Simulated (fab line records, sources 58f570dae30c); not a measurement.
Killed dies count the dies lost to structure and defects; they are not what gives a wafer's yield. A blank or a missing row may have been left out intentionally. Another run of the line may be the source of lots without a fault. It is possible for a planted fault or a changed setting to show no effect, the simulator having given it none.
Which tool is to blame? ; flow berkeleyCmos170 ; 14 lots, 42 wafers sampled, at 4 steps of a route of 331

## WHAT EACH GAUGE READ, for each wafer
UCB170_CONTACT_CD_MEAS_90: the cd target is 700 nm.
lot;measured;on;cdNm (nm)
L176;day 8 14:13;cdSem-01;698.9 698.4 700.6
L175;day 8 16:29;cdSem-02;699.1 699.7 703.1
L179;day 8 18:14;cdSem-02;695.9 700.9 698.1
L178;day 8 17:43;cdSem-02;698.9 698.3 699.7
L177;day 8 20:01;cdSem-02;697.8 697.9 696.4
L180;day 9 05:37;cdSem-02;703.6 703.8 702.4
L182;day 9 09:31;cdSem-01;700.8 698.6 698.9
L187;day 10 18:37;cdSem-01;700.0 700.5 697.6
L188;day 10 20:56;cdSem-01;698.5 700.0 702.1
L195;day 11 11:45;cdSem-02;698.5 702.1 700.4
L194;day 11 14:40;cdSem-02;698.7 702.2 701.7
L190;day 11 14:51;cdSem-01;698.7 697.3 699.0
L191;day 11 23:13;cdSem-02;699.3 700.9 701.7
L198;day 12 14:20;cdSem-01;704.3 700.2 703.6

## WHAT TOOL EACH LOT RAN ON (gives the tool, then ch and the chambers of the sampled wafers, and finally the start)
lot;UCB170_SDANNEAL_RTA_00;UCB170_SILICIDE_RTA_04;UCB170_CONTACT_STRIP_19
L176;rtpAnneal-02 ch 0, day 8 08:47;rtpAnneal-02 ch 0, day 8 09:40;plasmaAsher-04 ch 0,1, day 8 14:06
L175;rtpAnneal-02 ch 0, day 8 09:19;rtpAnneal-02 ch 0, day 8 10:19;plasmaAsher-02 ch 0,1, day 8 16:07
L179;rtpAnneal-02 ch 0, day 8 11:55;rtpAnneal-01 ch 0, day 8 12:47;plasmaAsher-04 ch 0,1, day 8 18:08
L178;rtpAnneal-01 ch 0, day 8 12:23;rtpAnneal-02 ch 0, day 8 13:16;plasmaAsher-01 ch 0,1, day 8 17:37
L177;rtpAnneal-02 ch 0, day 8 12:47;rtpAnneal-01 ch 0, day 8 13:41;plasmaAsher-02 ch 0,1, day 8 19:54
L180;rtpAnneal-02 ch 0, day 9 00:07;rtpAnneal-01 ch 0, day 9 01:00;plasmaAsher-02 ch 0, day 9 05:30
L182;rtpAnneal-02 ch 0, day 9 00:50;rtpAnneal-01 ch 0, day 9 01:43;plasmaAsher-02 ch 0,1, day 9 09:25
L187;rtpAnneal-01 ch 0, day 10 13:26;rtpAnneal-02 ch 0, day 10 14:19;plasmaAsher-01 ch 0, day 10 18:31
L188;rtpAnneal-01 ch 0, day 10 13:53;rtpAnneal-02 ch 0, day 10 14:47;plasmaAsher-04 ch 0,1, day 10 20:50
L195;rtpAnneal-01 ch 0, day 11 06:05;rtpAnneal-02 ch 0, day 11 06:59;plasmaAsher-02 ch 0,1, day 11 11:38
L194;rtpAnneal-02 ch 0, day 11 06:16;rtpAnneal-02 ch 0, day 11 07:28;plasmaAsher-02 ch 0,1, day 11 14:33
L190;rtpAnneal-01 ch 0, day 11 06:59;rtpAnneal-02 ch 0, day 11 07:53;plasmaAsher-01 ch 0,1, day 11 14:44
L191;rtpAnneal-02 ch 0, day 11 17:44;rtpAnneal-02 ch 0, day 11 18:37;plasmaAsher-02 ch 0,1, day 11 23:07
L198;rtpAnneal-02 ch 0, day 12 08:00;rtpAnneal-02 ch 0, day 12 08:53;plasmaAsher-04 ch 0, day 12 14:13
- UCB170_SDANNEAL_RTA_00: time 10 s.
- UCB170_SILICIDE_RTA_04: time 15 s.
- UCB170_CONTACT_STRIP_19: strips in O2.

## AS READ BY THE TOOLS THEMSELVES (means over the sampled wafers that have a number; for cases with no such wafer, the mark the record gives instead)
UCB170_SDANNEAL_RTA_00.
lot;tool;lampPowerPct (%);wafer_temp_C_max
L176;rtpAnneal-02;20.81;903.0
L175;rtpAnneal-02;20.79;903.1
L179;rtpAnneal-02;20.82;903.1
L178;rtpAnneal-01;20.89;903.7
L177;rtpAnneal-02;20.83;903.3
L180;rtpAnneal-02;20.82;903.5
L182;rtpAnneal-02;20.82;903.3
L187;rtpAnneal-01;20.89;903.2
L188;rtpAnneal-01;20.87;904.4
L195;rtpAnneal-01;20.88;904.2
L194;rtpAnneal-02;20.81;903.3
L190;rtpAnneal-01;20.89;904.8
L191;rtpAnneal-02;20.82;903.5
L198;rtpAnneal-02;20.79;903.0

UCB170_SILICIDE_RTA_04.
lot;tool;lampPowerPct (%);wafer_temp_C_max
L176;rtpAnneal-02;8.917;651.9
L175;rtpAnneal-02;8.918;652.6
L179;rtpAnneal-01;8.947;653.5
L178;rtpAnneal-02;8.920;652.6
L177;rtpAnneal-01;8.953;652.9
L180;rtpAnneal-01;8.844;649.3
L182;rtpAnneal-01;8.832;648.8
L187;rtpAnneal-02;8.923;652.6
L188;rtpAnneal-02;8.924;652.1
L195;rtpAnneal-02;8.918;652.0
L194;rtpAnneal-02;8.923;653.1
L190;rtpAnneal-02;8.924;652.0
L191;rtpAnneal-02;8.916;652.5
L198;rtpAnneal-02;8.921;652.4

UCB170_CONTACT_STRIP_19.
lot;tool;drypumpMotorCurrentA (A);o2FlowSccm (sccm);oesProductAu (a.u.)
L176;plasmaAsher-04;6.2;400.7;0.721
L175;plasmaAsher-02;5.9;399.8;0.726
L179;plasmaAsher-04;5.6;401.2;0.725
L178;plasmaAsher-01;5.5;400.7;0.724
L177;plasmaAsher-02;5.9;399.4;0.728
L180;plasmaAsher-02;6.5;399.9;0.724
L182;plasmaAsher-02;5.9;400.4;0.728
L187;plasmaAsher-01;5.6;400.5;0.723
L188;plasmaAsher-04;5.6;399.7;0.727
L195;plasmaAsher-02;5.9;401.6;0.726
L194;plasmaAsher-02;6.2;399.0;0.728
L190;plasmaAsher-01;5.5;400.6;0.724
L191;plasmaAsher-02;6.3;400.8;0.724
L198;plasmaAsher-04;5.1;399.4;0.728

## THE ANSWER, worked out from the rows above alone
Rule: the usual values come from the lots themselves. Put in order of their means at a reading, lots are off if they are a third of the lots or fewer, leave a main group of 4 or more, and stand apart from it by a gap of 3 or more times the standard deviation of the main group's means; of several such gaps the widest counts. The tables above print the reading to a certain number of digits; a main group whose means all agree to those digits is not used. Also off: a lot with no number at a reading for which 4 or more lots have one. The other lots that the step has rows for count as sound. The gauges are gone through in route order, then the tools' own readings, and for those a lot's mean is taken as printed above. At the first step where some lot is off, the reading lying furthest off is the one used; lots without a number count as furthest.
Off at UCB170_SILICIDE_RTA_04 (lampPowerPct): L180, L182. The main group: mean 8.925 %, standard deviation 0.011.
A tool fits if, at that step or a process step before it, it ran every lot that is off, and no sound lot after the first of them. One fits: rtpAnneal-01 at UCB170_SILICIDE_RTA_04. Its last sound lot is L177 (day 8 13:41), its first lot that is off L180 (day 9 01:00): a fault that began between those two fits.
The tool's own readings at UCB170_SILICIDE_RTA_04 bear it out: on the lots that are off they differ by more than 5 times the standard deviation of the sound lots' means. lampPowerPct reads 8.838 % there against 8.925 % on the sound lots; wafer_temp_C_max reads 649.0 there against 652.5 on the sound lots.

## WHAT THE SIMULATOR PUT IN
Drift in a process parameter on rtpAnneal-01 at UCB170_SILICIDE_RTA_04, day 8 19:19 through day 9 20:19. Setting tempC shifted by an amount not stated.
Struck lots among those shown: L180, L182. Same finding as the rule above.
